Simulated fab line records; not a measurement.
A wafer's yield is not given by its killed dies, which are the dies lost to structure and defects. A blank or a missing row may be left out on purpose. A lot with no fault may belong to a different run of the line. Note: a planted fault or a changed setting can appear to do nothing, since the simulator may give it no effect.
fab line records ; flow rit_cmos
record lots=14; wafers=42; last_day=7
route steps=202 shown GATE@95 M1@202
lots with no fault: from the same line, run without faults
start_h: start of the lot's first displayed wafer, in hours after the record's first day ; wait_h: how many hours have passed since the lot's step before this one ; " as in the row above ; L1.1+2: several wafers, shown together as one row ; - no value, or no start was given ; * or withheld: withheld ; < > ~ a bound
route shown NAME@n: names a module that has steps shown in the file, with the first one's number in the route ; usual: average and standard deviation across the fault-free wafers ; same: alike in all rows ; chamber/n: place in a boat ; sites: the reading at each site ; _std_site: the values' standard deviation ; _edge_site: the outer-site mean with the inner-site mean subtracted ; radius_mm: for every site, how far away it sits from the centre of the wafer ; mask NAME#n: copy n ; behind: the most recent tool/chamber to have shaped the wafer ; hold: why the lot went on hold/how many hours it stayed there/how the hold came to an end ; device: transistor that didn't switch, given as n, p or np ; end of line: at the end of the route, the tests of the same wafers ; a step without rows: its recipe alone ; killed: the dies lost at the first sort to structure and to defects; this is not the yield of the wafer ; map: the dies of a wafer, with x for killed, . for not killed, _ for no die there
set.NAME: the run value of the setting; set.NAME@STEP: its run value at that earlier step ; model.NAME: the simulator's own value behind a step, which no gauge read
route steps across a sampled set of lots; one table per step, one row per wafer
services: the hour from which a tool's chamber was out of use, counted from the record's first day as start_h (under 0 if before that day), plus the number of hours and why
## steps
# step RIT_GATE_ETCH_19
# recipe chemistry=SF6/CHF3/O2; time_s=165; SF6_flow_sccm=30; CHF3_flow_sccm=30; O2_flow_sccm=5; target=poly-Si; pressure_mtorr=40; rf_w=160; target_depth_a=3125; over_etch_frac=0.25; stop_on=SiO2
# usual drypump_motor_current_A=5.7/0.67; oes_product_au=0.842/0.011; over_etch_frac=0.25/0; throttle_valve_pct=10.22/0.17
lot.wafer;tool;chamber;start_h;wait_h;drypump_motor_current_A;oes_product_au;over_etch_frac;rf_hours_counter_h;throttle_valve_pct
L836.1;rie_si-02;0;42.02;0.1;6.1;0.856;0.25;24;10.02
L836.4;rie_si-02;1;42.02;0.1;4.8;0.825;0.25;144;10.55
L836.5;rie_si-02;0;42.02;0.1;6.1;0.851;0.25;-;10.02
L837.3;rie_si-01;2;46.14;0.1;5.2;0.815;0.25;156;10.04
L837.5;rie_si-01;1;46.14;0.1;5.5;0.820;0.25;-;10.20
L837.6;rie_si-01;0;46.14;0.1;6.3;0.835;0.25;-;10.44
L838.1;rie_si-02;3;51.57;0.1;6.8;0.829;0.25;84;10.20
L838.2;rie_si-02;2;51.57;0.1;4.7;0.832;0.25;92;10.09
L838.5;rie_si-02;3;51.57;0.1;6.8;0.837;0.25;-;10.18
L839.2;rie_si-01;0;56.53;0.1;6.3;0.844;0.25;2;10.43
L839.3;rie_si-01;3;56.53;0.1;6.0;0.845;0.25;1;10.21
L839.4;rie_si-01;1;56.53;0.1;5.5;0.822;0.25;143;10.20
L840.1;rie_si-02;2;64.07;0.1;4.7;0.823;0.25;92;10.09
L840.2;rie_si-02;0;64.07;0.1;6.0;0.842;0.25;24;10.01
L840.3;rie_si-02;3;64.07;0.1;6.8;0.837;0.25;84;10.19
L841.2;rie_si-01;0;67.08;0.1;6.3;0.860;0.25;2;10.44
L841.4;rie_si-01;3;67.08;0.1;5.9;0.849;0.25;1;10.23
L841.6;rie_si-01;3;67.08;0.1;6.0;0.852;0.25;-;10.22
L842.1;rie_si-02;1;73.59;0.1;4.8;0.828;0.25;144;10.54
L842.2;rie_si-02;0;73.59;0.1;6.1;0.836;0.25;24;10.00
L842.4;rie_si-02;3;73.59;0.1;6.8;0.837;0.25;84;10.18
L845.2;rie_si-01;3;87.55;0.1;6.0;0.853;0.25;1;10.21
L845.5;rie_si-01;1;87.55;0.1;5.5;0.838;0.25;-;10.21
L845.6;rie_si-01;0;87.55;0.1;6.3;0.867;0.25;-;10.43
L846.2;rie_si-02;1;95.52;0.1;4.8;0.832;0.25;144;10.54
L846.4;rie_si-02;0;95.52;0.1;6.1;0.839;0.25;24;10.01
L846.6;rie_si-02;1;95.52;0.1;4.8;0.840;0.25;-;10.55
L847.1;rie_si-01;0;99.99;0.1;6.3;0.857;0.25;3;10.42
L847.2;rie_si-01;1;99.99;0.1;5.5;0.844;0.25;143;10.20
L847.5;rie_si-01;0;99.99;0.1;6.3;0.855;0.25;-;10.44
L849.3;rie_si-01;0;107.78;0.1;6.3;0.868;0.25;3;10.44
L849.4;rie_si-01;3;107.78;0.1;6.0;0.847;0.25;1;10.22
L849.5;rie_si-01;1;107.78;0.1;5.5;0.840;0.25;-;10.21
L853.1;rie_si-01;3;126.49;0.1;5.9;0.841;0.25;1;10.21
L853.4;rie_si-01;0;126.49;0.1;6.3;0.787;0.38444;3;10.42
L853.5;rie_si-01;3;126.49;0.1;5.9;0.837;0.25;-;10.21
L855.1;rie_si-01;2;136.10;0.1;5.2;0.844;0.25;0;10.07
L855.2;rie_si-01;1;136.10;0.1;5.5;0.850;0.25;144;10.20
L855.5;rie_si-01;0;136.10;0.1;6.3;0.795;0.38444;-;10.44
L858.2;rie_si-02;3;152.32;0.1;6.8;0.841;0.25;84;10.19
L858.4;rie_si-02;2;152.32;0.1;4.7;0.839;0.25;-;10.10
L858.6;rie_si-02;3;152.32;0.1;6.8;0.843;0.25;-;10.19
# step RIT_M1_PROBE_99
# usual killed_at_M0_to_M3=0.0/0.083; killed_at_contacts=0.1/0.36; killed_at_front_end=7.2/2.9; killed_dies=7.4/2.9; killed_open=3.8/2; killed_short=3.5/2
# same gross_dies=264; killed_at_M4_up=0; killed_at_back_side=0; killed_at_other=0
lot.wafer;tool;chamber;start_h;wait_h;killed_at_M0_to_M3;killed_at_contacts;killed_at_front_end;killed_dies;killed_open;killed_short
L849.5;prober-01;-;128.95;0.2;0;1;7;8;4;4
# killed by level:class
L849.5 SILICIDE:geometric_particle:short=2 GATE:geometric_particle:short=1 GATE:geometric_particle:open=1 REOX:geometric_particle:open=1 SPACER:geometric_particle:open=1 SILICIDE:geometric_particle:open=1 CONTACT:geometric_particle:short=1
## services
tool;chamber;start_h;hours;kind
rie_si-01;0;67.39;0.9;repair
rie_si-01;2;82.81;-;clean
rie_si-01;2;82.81;15.3;scheduled_down
rie_si-01;2;82.81;15.3;vent_cycle
rie_si-02;1;106.46;2.9;repair
rie_si-02;2;138.31;3.5;repair
rie_si-02;1;141.82;-;clean
rie_si-02;1;141.82;18.2;scheduled_down
rie_si-02;1;141.82;18.2;vent_cycle
rie_si-01;1;143.67;-;clean
rie_si-01;1;143.67;20.2;scheduled_down
rie_si-01;1;143.67;20.2;vent_cycle
## key
first_sign step=RIT_GATE_ETCH_19; reading=over_etch_frac; direction=up; sigmas=99+; usual=0.25; struck=0.38444
effect step=RIT_GATE_ETCH_19; reading=oes_product_au; direction=down; sigmas=4.6; usual=0.842; struck=0.791
met_at RIT_GATE_ETCH_19
struck_lots L853,L855
struck_wafers L853.4,L855.5
tester_left_out L853,L855
onset_between 107.78 126.49
fault kind=process_parameter_drift; tool=rie_si-01; chamber=0; onset_h=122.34; steps=RIT_GATE_ETCH_19; channel=over_etch_frac; offset=0.13444; shape=step; end_h=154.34; stated=0.25
# tester_left_out: of these lots the tester's yield and bins aren't shown, on N5 and GAA mostly nor the transistor test; their killed dies are dies lost to structure and defects alone, not to doping, threshold or leakage, so they don't give the yield
